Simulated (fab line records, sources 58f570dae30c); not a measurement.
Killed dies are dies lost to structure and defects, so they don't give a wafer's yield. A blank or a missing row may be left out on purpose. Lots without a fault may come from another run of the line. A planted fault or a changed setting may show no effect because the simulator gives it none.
Which tool did it? | flow berkeley_cmos170 | 9 lots, 27 wafers sampled, at 3 steps of a route of 331

WHAT THE GAUGES READ, wafer by wafer
UCB170_V1_CD_MEAS_90: target cd 700 nm.
lot  | measured     | on        | cd_nm (nm)
L384 | day 8 23:03  | cd_sem-02 | 698.7 699.7 699.2
L383 | day 9 03:11  | cd_sem-02 | 698.2 699.7 698.7
L393 | day 10 12:56 | cd_sem-02 | 710.9 714.2 714.1
L396 | day 11 13:16 | cd_sem-02 | 711.4 708.2 708.1
L398 | day 12 04:26 | cd_sem-02 | 699.1 698.0 698.1
L397 | day 12 06:16 | cd_sem-02 | 697.5 700.1 698.8
L401 | day 12 12:47 | cd_sem-01 | 697.9 696.9 697.1
L400 | day 12 12:52 | cd_sem-02 | 697.6 697.2 698.1
L404 | day 12 18:35 | cd_sem-01 | 698.4 699.8 699.2

WHICH TOOL RAN EACH LOT (tool, then ch and the chambers of the sampled wafers, then the start)
lot  | UCB170_V1_ETCH_14                  | UCB170_V1_STRIP_15
L384 | rie_diel-02 ch 0,1,2, day 8 22:46  | plasma_asher-04 ch 0,1, day 8 22:57
L383 | rie_diel-04 ch 0,1,2, day 9 02:53  | plasma_asher-02 ch 0,1, day 9 03:04
L393 | rie_diel-02 ch 0,1,2, day 10 12:38 | plasma_asher-04 ch 0, day 10 12:49
L396 | rie_diel-02 ch 1,2, day 11 12:59   | plasma_asher-01 ch 0,1, day 11 13:10
L398 | rie_diel-04 ch 0,1,2, day 12 04:07 | plasma_asher-02 ch 0,1, day 12 04:20
L397 | rie_diel-04 ch 0,1,2, day 12 05:56 | plasma_asher-04 ch 0,1, day 12 06:09
L401 | rie_diel-03 ch 0,3, day 12 12:28   | plasma_asher-04 ch 0,1, day 12 12:39
L400 | rie_diel-04 ch 0,3, day 12 12:35   | plasma_asher-02 ch 0,1, day 12 12:46
L404 | rie_diel-03 ch 0,1, day 12 18:17   | plasma_asher-02 ch 0,1, day 12 18:28
- UCB170_V1_ETCH_14: etches SiO2 in CHF3/CF4/Ar, stops on Al, target depth 1250 nm, time 291 s.
- UCB170_V1_STRIP_15: strips in O2.

WHAT THE TOOLS THEMSELVES READ (means of the sampled wafers that have a number; where no wafer has one, the mark that the record gives instead)
UCB170_V1_ETCH_14.
lot  | tool        | drypump_motor_current_A (A) | oes_product_au (a.u.) | rf_fwd_power_W (W) | throttle_valve_pct (%)
L384 | rie_diel-02 | 6.3                         | 0.858                 | 697.7              | 6.90
L383 | rie_diel-04 | 5.9                         | 0.867                 | 701.3              | 6.87
L393 | rie_diel-02 | 6.2                         | 0.857                 | 1189.0             | 6.89
L396 | rie_diel-02 | 6.2                         | 0.863                 | 1189.1             | 6.86
L398 | rie_diel-04 | 5.9                         | 0.871                 | 697.7              | 6.88
L397 | rie_diel-04 | 5.9                         | 0.866                 | 697.6              | 6.89
L401 | rie_diel-03 | 5.2                         | 0.878                 | 696.5              | 6.79
L400 | rie_diel-04 | 5.8                         | 0.859                 | 700.6              | 6.91
L404 | rie_diel-03 | 5.5                         | 0.875                 | 696.3              | 6.84

UCB170_V1_STRIP_15.
lot  | tool            | drypump_motor_current_A (A) | oes_product_au (a.u.) | strip_time_to_endpoint_s (s)
L384 | plasma_asher-04 | 5.5                         | 0.716                 | 15.24
L383 | plasma_asher-02 | 5.2                         | 0.725                 | 15.35
L393 | plasma_asher-04 | 6.0                         | 0.722                 | 13.32
L396 | plasma_asher-01 | 4.9                         | 0.714                 | 13.34
L398 | plasma_asher-02 | 5.2                         | 0.724                 | 15.27
L397 | plasma_asher-04 | 5.8                         | 0.722                 | 15.32
L401 | plasma_asher-04 | 5.8                         | 0.717                 | 15.24
L400 | plasma_asher-02 | 5.2                         | 0.723                 | 15.33
L404 | plasma_asher-02 | 5.7                         | 0.720                 | 15.24

THE ANSWER, worked out from the rows above alone
Rule: what is usual is taken from the lots themselves. Put in order of their means at a reading, lots are off if they are a third of the lots or fewer, leave a main group of 4 or more, and stand apart from it by a gap of 3 or more times the standard deviation of the main group's means; of several such gaps the widest counts. A main group whose means are all the same, to the digits that the tables above print for the reading, isn't used. A lot without any number at a reading at which 4 lots or more have one is off too. The other lots that the step has rows for count as sound. The gauges are gone through in route order, then the tools' own readings, and for those a lot's mean is taken as printed above. The first step at which some lot is off is used, and at that step the reading that is off furthest; a lot without a number counts as furthest.
Off: L393, L396, at UCB170_V1_CD_MEAS_90 (cd_nm). The main group: mean 698.5 nm, standard deviation 0.69.
A tool fits if, at a process step before that reading, it ran every lot that is off, and no sound lot after the first of them. The gauges at UCB170_V1_CD_MEAS_90 aren't tried: what is off there is off at UCB170_V1_ETCH_14 too, on other tools, and a gauge's error can't cause that. One fits: rie_diel-02 at UCB170_V1_ETCH_14. Its last sound lot is L384 (day 8 22:46), its first lot that is off L393 (day 10 12:38): a fault that began between those two fits.
The tool's own readings at UCB170_V1_ETCH_14 bear it out: on the lots that are off they differ by more than 5 times the standard deviation of the sound lots' means. rf_fwd_power_W reads 1189.0 W there against 698.2 W on the sound lots.

WHAT THE SIMULATOR HAD PUT IN
Process parameter drift: rie_diel-02, from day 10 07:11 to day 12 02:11, at UCB170_V1_ETCH_14. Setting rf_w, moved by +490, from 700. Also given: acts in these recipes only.
Lots struck among those shown: L393, L396. The rule above found the same.
